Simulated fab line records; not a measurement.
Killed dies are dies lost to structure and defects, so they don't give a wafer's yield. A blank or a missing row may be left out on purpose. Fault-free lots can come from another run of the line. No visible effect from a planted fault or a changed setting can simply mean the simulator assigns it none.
Struck lot and sound lot, side by side / flow berkeleyCmos170 / 13 steps out of a route of 331
Sound: the wafers L880.2, L880.3, L880.5. Struck: wafers L874.2, L874.4, L874.5. The cause is named last.
Each step with rows lists, per side, the tool, then ch with its chambers, then its first start. Under that, the readings that differ: sound wafers / struck wafers / difference of the means / sigmas: that difference in standard deviations of wafers without a fault.
alike: words and numbers the same on both sides, and readings whose means are apart by under 2 such deviations; not compared: readings that were withheld, readings missing a value for some wafer, numbers with overlapping values and no deviation given by the record, and bounds like >300 which may hide the same value.
A row with sigmas, a row that says differs or no value, or rows on one side alone: a step with any of these is where the two part. Numbers that don't overlap but have no deviation are shown without sigmas and don't part them. A reading that every wafer of one side lacks parts them only if that side has two wafers or more.

UCB170_START_BOW_MEAS_00:
  sound: filmMetro-04 at day 4 23:01; struck: filmMetro-02 at day 3 17:01
  alike: INCOMING_BOW
then, 2 steps without rows for these wafers: UCB170_START_CLEAN_01 (cleans in dHF, time 60 s); UCB170_START_OXIDATION_02 (target thk 20 nm, ox time 1800 s).
UCB170_START_THK_MEAS_03:
  sound: filmMetro-03 at day 5 03:41; struck: filmMetro-03 at day 3 22:29
  alike: START_OXIDE_THK
then, 6 steps without rows for these wafers: UCB170_START_ANNEAL_04 (time 1200 s); UCB170_ZERO_HMDS_00 (prime time 60 s); UCB170_ZERO_COAT_01 (resist thk 900 nm); UCB170_ZERO_SOFTBAKE_02 (time 60 s); UCB170_ZERO_EXPOSE_03 (exposes mask PM MARKS, target cd 4000 nm); UCB170_ZERO_PEB_04.
UCB170_ZERO_DEVELOP_05: develop time 45 s.
  sound on lithoTrack-03 ch 0, day 5 07:00; struck on lithoTrack-02, day 4 03:00
  no value came back on the struck wafers for chillPlateTempC (C), developTimeS (s), developerTempC (C); on the sound wafers chillPlateTempC (C) reads 23.05 23.05 23.10
reading=model.KrF_of_ZERO_COAT_01.thkNm (nm); sound=886.6 884.3 885.4; struck=898.3 898.7 898.2; difference=+13.0; sigmas=
UCB170_ZERO_ETCH_06: etches SiO2 in CHF3/CF4/Ar, time 12 s.
  sound on rieDiel-02 ch 0,1,2, day 5 07:43; struck on rieDiel-04 ch 0,2,3, day 4 03:52
reading=oesProductAu (a.u.); sound=0.601 0.617 0.613; struck=0.376 0.371 0.367; difference=-0.239; sigmas=-27
  alike: cf4FlowSccm, drypumpMotorCurrentA, mfcArSccm, throttleValvePct
  not compared: rfHoursCounterH
UCB170_ZERO_STRIP_07: strips in O2.
  sound on plasmaAsher-01 ch 0,1, day 5 07:44; struck on plasmaAsher-01 ch 0,1, day 4 03:53
reading=stripTimeToEndpointS (s); sound=21.49 21.45 21.46; struck=21.79 21.79 21.79; difference=+0.32; sigmas=+4
  alike: drypumpMotorCurrentA, oesProductAu
  not compared: rfHoursCounterH

## WHERE THEY PART
Earliest at UCB170_ZERO_DEVELOP_05; latest, in this record, at UCB170_ZERO_STRIP_07.

WHY: the cause the simulator had injected
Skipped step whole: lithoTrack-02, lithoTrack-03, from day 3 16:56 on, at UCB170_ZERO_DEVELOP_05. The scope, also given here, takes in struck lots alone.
